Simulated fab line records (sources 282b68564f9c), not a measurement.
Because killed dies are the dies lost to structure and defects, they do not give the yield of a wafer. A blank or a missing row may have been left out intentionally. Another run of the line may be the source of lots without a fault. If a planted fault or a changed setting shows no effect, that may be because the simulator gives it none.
Lot-split experiment | flow ritCmos | on a route of 202 steps: 5 lots, 23 wafers read

== ABOUT THE SPLIT ==
At RIT_M1_EXPOSE_06 (exposes mask M12, target cd 2600 nm), the setting doseMj was moved away from the recipe's 250 on 9 of the 23 wafers read, by -3.9% to +7.0%. This setting was run at the recipe's value on the other wafers.

== FROM THE SPLIT TO THE READING: what the file shows between them, 6 steps ==
- RIT_M1_PEB_07
- RIT_M1_DEVELOP_08: develop time 68 s
- RIT_M1_CD_MEAS_09: target cd 2600 nm
- RIT_M1_METAL_ETCH_12: etches Al in Cl2/BCl3, stops on SiO2, time 165 s, target depth 600 nm (also split here: rfW)
- RIT_M1_STRIP_13: strips in nmp, time 600 s
- RIT_M1_STRIP_14: strips in O2, time 180 s

== THE READING ==
cdNm at RIT_M1_CD_MEAS_90, given in nm (cd target 2600 nm). On this fab line, fault-free wafers typically give 2599.3 nm with a standard deviation of 2 nm.

wafer  | tool, chamber at the split | doseMj as run | against the recipe | cdNm, nm | against lot-mates on the recipe
L077.1 | ilineStepper-01, 0         | 267.5         | +7.0%              | 2579.6   | -20.3
L077.3 | ilineStepper-01, 0         | 267.5         | +7.0%              | 2581.3   | -18.6
L077.4 | ilineStepper-01, 0         | 250           | recipe             | 2598.4   | -
L077.5 | ilineStepper-01, 0         | 250           | recipe             | 2598.0   | -
L077.6 | ilineStepper-01, 0         | 250           | recipe             | 2603.3   | -
L080.1 | ilineStepper-01, 0         | 265.1         | +6.0%              | 2580.4   | -15.2
L080.2 | ilineStepper-01, 0         | 250           | recipe             | 2593.5   | -
L080.4 | ilineStepper-01, 0         | 250           | recipe             | 2597.6   | -
L080.5 | ilineStepper-01, 0         | 265.1         | +6.0%              | 2574.4   | -21.2
L080.6 | ilineStepper-01, 0         | 265.1         | +6.0%              | 2575.9   | -19.7
L082.1 | ilineStepper-02, 0         | 250           | recipe             | 2597.4   | -
L082.3 | ilineStepper-02, 0         | 250           | recipe             | 2596.9   | -
L082.6 | ilineStepper-02, 0         | 250           | recipe             | 2597.2   | -
L084.1 | ilineStepper-01, 0         | 250           | recipe             | 2602.4   | -
L084.2 | ilineStepper-01, 0         | 240.2         | -3.9%              | 2616.1   | +12.3
L084.3 | ilineStepper-01, 0         | 240.2         | -3.9%              | 2613.9   | +10.1
L084.4 | ilineStepper-01, 0         | 250           | recipe             | 2609.5   | -
L084.6 | ilineStepper-01, 0         | 250           | recipe             | 2599.6   | -
L085.1 | ilineStepper-01, 0         | 267.2         | +6.9%              | 2582.5   | -20.0
L085.3 | ilineStepper-01, 0         | 250           | recipe             | 2604.5   | -
L085.4 | ilineStepper-01, 0         | 250           | recipe             | 2600.4   | -
L085.5 | ilineStepper-01, 0         | 267.2         | +6.9%              | 2583.0   | -19.5
L085.6 | ilineStepper-01, 0         | 250           | recipe             | 2602.5   | -

THE FIT
A straight line over all 23 wafers: cdNm changes by -3.2 nm for each +1% of doseMj; r = -0.94; the points scatter about the line by 4.1 nm.
The same after taking each lot's own level away (the mean of its wafers on the recipe; 23 wafers): -2.9 nm for each +1%; r = -0.98; scatter 2.3 nm.
According to that fit, moving doseMj by its largest amount changes the reading by 20 nm.
From 2595.55 to 2603.83 nm: that is the span of the lots' own levels, equal to 4.1 times the standard deviation above.
Hence the slope depends on the lot-to-lot level, as the two fits are not the same.
Check: for one of the wafers moved furthest among these (+7.0%), held out of the fit, the line's prediction against its lot-mates is -20.4 nm. Against them it came out at -20.3 nm.

== THE OTHER SPLITS THESE WAFERS WENT THROUGH ==
These wafers also went through other splits before the reading. Each is held against what the fit with the lots' levels taken away leaves over:
other split on the same wafers  | wafers away from the commonest value | r with cdNm (lot level and that fit taken away)
RIT_PSD_IMPLANT_08 doseCm2      | 7                                    | -0.32
RIT_SILICIDE_SPUTTER_01 powerW  | 6                                    | +0.18
RIT_CONTACT_COAT_03 resistThkNm | 8                                    | +0.31
RIT_CONTACT_EXPOSE_05 doseMj    | 8                                    | +0.16
RIT_M1_METAL_ETCH_12 rfW        | 9                                    | -0.50

== THE WHOLE CHAIN: every reading that the file lists as answering this split, in the file's order ==
step                 | what it does                                                          | reading                                                           | change (the file's fit)              | r (the file's)
RIT_M1_CD_MEAS_09    | target cd 2600 nm                                                     | cdNm                                                              | -2.87 nm for each +1% of the setting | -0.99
RIT_M1_METAL_ETCH_12 | etches Al in Cl2/BCl3, stops on SiO2, time 165 s, target depth 600 nm | M1.cdNm (the simulator's own value, which no gauge read)          | -2.88 nm for each +1% of the setting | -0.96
RIT_M1_CD_MEAS_90    | target cd 2600 nm                                                     | cdNm                                                              | -2.89 nm for each +1% of the setting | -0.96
RIT_M1_PROBE_99      |                                                                       | etest.m1.widthNm (the simulator's own value, which no gauge read) | -3.08 nm for each +1% of the setting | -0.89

== THE FILE'S OWN FIT ==
cdNm changes by -2.89 nm for each +1% of doseMj, r = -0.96.
